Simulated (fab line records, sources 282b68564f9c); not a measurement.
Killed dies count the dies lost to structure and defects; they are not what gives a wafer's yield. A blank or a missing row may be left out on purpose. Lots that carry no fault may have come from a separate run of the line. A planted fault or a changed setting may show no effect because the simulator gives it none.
Lot-split experiment    flow ritCmos    on a route of 202 steps: 5 lots, 23 wafers read

## THE SPLIT
At RIT_REOX_OXIDATION_03 (target thk 25.2 nm, ox time 5580 s), the setting tempC was moved away from the recipe's 900 C on 20 of the 23 wafers read, by -2.6% to +2.7%. The other wafers ran this setting at the recipe's value.

No step appears in the file between the split and the reading.

## THE READING
REOX_OXIDE_THK at RIT_REOX_THK_MEAS_04, in nm. A value of 25.4 nm with a standard deviation of 0.46 nm is what fault-free wafers of this fab line usually give.

wafer   tool, chamber at the split  tempC as run, C  against the recipe  REOX_OXIDE_THK, nm  against lot-mates on the recipe
L076.1  -, -                        907.5            +0.8%               27.9                no lot-mate on the recipe
L076.2  -, -                        907.5            +0.8%               28.2                no lot-mate on the recipe
L076.3  -, -                        907.5            +0.8%               28.0                no lot-mate on the recipe
L076.4  -, -                        907.5            +0.8%               28.2                no lot-mate on the recipe
L076.5  -, -                        907.5            +0.8%               28.0                no lot-mate on the recipe
L078.1  -, -                        924.1            +2.7%               33.1                no lot-mate on the recipe
L078.2  -, -                        924.1            +2.7%               32.8                no lot-mate on the recipe
L078.4  -, -                        924.1            +2.7%               32.9                no lot-mate on the recipe
L078.5  -, -                        924.1            +2.7%               32.8                no lot-mate on the recipe
L078.6  -, -                        924.1            +2.7%               32.9                no lot-mate on the recipe
L080.1  -, -                        921.4            +2.4%               31.5                no lot-mate on the recipe
L080.2  -, -                        921.4            +2.4%               31.8                no lot-mate on the recipe
L080.3  -, -                        921.4            +2.4%               31.6                no lot-mate on the recipe
L080.4  -, -                        921.4            +2.4%               31.9                no lot-mate on the recipe
L080.6  -, -                        921.4            +2.4%               32.1                no lot-mate on the recipe
L081.2  furnace-04, 0               900              recipe              25.9                -
L081.3  furnace-04, 0               900              recipe              25.8                -
L081.6  furnace-04, 0               900              recipe              25.7                -
L083.1  -, -                        877              -2.6%               19.3                no lot-mate on the recipe
L083.2  -, -                        877              -2.6%               19.2                no lot-mate on the recipe
L083.3  -, -                        877              -2.6%               19.6                no lot-mate on the recipe
L083.4  -, -                        877              -2.6%               19.4                no lot-mate on the recipe
L083.6  -, -                        877              -2.6%               19.7                no lot-mate on the recipe

THE FIT
A straight line over all 23 wafers: REOX_OXIDE_THK changes by +2.54 nm for each +1% of tempC; r = +1.00; the points scatter about the line by 0.21 nm.
Too few moved wafers have a lot-mate on the recipe to fit a line with each lot's own level taken away.

## THE WHOLE CHAIN: every reading that the file lists as answering this split, in the file's order
step                   what it does                        reading                                                                           change (the file's fit)               r (the file's)
RIT_REOX_OXIDATION_03  target thk 25.2 nm, ox time 5580 s  SiO2_of_REOX_OXIDATION_03.thkNm (the simulator's own value, which no gauge read)  +2.54 nm for each +1% of the setting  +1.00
RIT_REOX_THK_MEAS_04                                       REOX_OXIDE_THK                                                                    +2.54 for each +1% of the setting     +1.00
RIT_SPACER_CLEAN_00    cleans in SC1, time 600 s           SiO2_of_REOX_OXIDATION_03.thkNm (the simulator's own value, which no gauge read)  +2.4 nm for each +1% of the setting   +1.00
RIT_M1_PROBE_99                                            etest.nldd.rsOhmSq (the simulator's own value, which no gauge read)               +63.7 for each +1% of the setting     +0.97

## THE FILE'S OWN FIT
REOX_OXIDE_THK changes by +2.54 nm for each +1% of tempC, r = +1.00.
